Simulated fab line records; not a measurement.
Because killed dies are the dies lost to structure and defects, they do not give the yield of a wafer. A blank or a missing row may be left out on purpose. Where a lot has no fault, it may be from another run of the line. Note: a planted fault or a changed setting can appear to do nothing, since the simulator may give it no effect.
One fault seen from 2 desks / flow rit cmos / what lay behind the numbers comes last; until then each desk has only its own

== METROLOGY DESK ==
What the gauges read for every lot (on any tool): the sampled wafers with a number, averaged. Any lot whose mean is over 4 standard deviations away from the usual mean is out of limits and marked OUT; that distance is given in the brackets.
Columns: A = GATE_OXIDE_THK at RIT_GATE_THK_MEAS_07, usual 3.02 nm
lot=L717; first seen here=day 2 19:23; A=3.13
lot=L718; first seen here=day 2 21:28; A=3.03
lot=L720; first seen here=day 3 03:23; A=3.26 (+4.1) OUT
lot=L721; first seen here=day 3 15:49; A=2.98
lot=L722; first seen here=day 3 17:09; A=3.44 (+7.1) OUT
lot=L723; first seen here=day 3 17:09; A=3.39 (+6.3) OUT
lot=L729; first seen here=day 4 23:10; A=3.00
lot=L731; first seen here=day 5 10:16; A=2.99
lot=L732; first seen here=day 5 17:10; A=3.04
lot=L733; first seen here=day 5 20:41; A=2.97
lot=L735; first seen here=day 6 10:32; A=3.06
lot=L736; first seen here=day 6 20:28; A=3.01
lot=L737; first seen here=day 6 22:44; A=2.94
lot=L738; first seen here=day 7 07:01; A=2.98
lot=L739; first seen here=day 7 11:17; A=3.06
This desk finds L720, L722, L723 out of limits, with the earliest case on L720 at day 3 03:23 (GATE_OXIDE_THK at RIT_GATE_THK_MEAS_07). Within limits: L717, L718, L721, L729, L731, L732, L733, L735, L736, L737, L738, L739.

== AT THE TOOL OWNER'S DESK: furnace-04 ==
The tool's own readings at RIT_GATE_OXIDATION_05 (target thk 3 nm, ox time 270 s): means of the sampled wafers that have a number, for each lot that ran on this tool. Any lot whose mean is over 4 standard deviations away from the usual mean is out of limits and marked OUT; that distance is given in the brackets.
Columns: A = spike tc source C at RIT_GATE_OXIDATION_05, usual 920.7 C
lot=L717; first seen here=day 2 18:03; A=919.4
lot=L718; first seen here=day 2 19:36; A=918.7
lot=L720; first seen here=day 3 01:35; A=918.6
lot=L722; first seen here=day 3 15:49; A=918.7
lot=L723; first seen here=day 3 15:49; A=919.4
Finding of this desk: none of the 5 lots has anything out of limits.

== BROUGHT TOGETHER ==
The metrology desk could have raised an alarm at day 3 03:23, on L720, L722, L723.
Nothing out of limits was seen by the tool owner's desk.
Tool owner's desk: L720, L722, L723 on record, inside its limits.
All the named lots went through RIT_GATE_OXIDATION_05 on furnace-04.

== WHAT THE SIMULATOR HAD INSERTED ==
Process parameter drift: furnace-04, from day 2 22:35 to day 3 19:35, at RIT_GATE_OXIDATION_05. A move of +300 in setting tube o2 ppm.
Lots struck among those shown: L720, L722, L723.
Time in hours between the start of the fault and the first out-of-limits reading at each desk: metrology desk, 5.
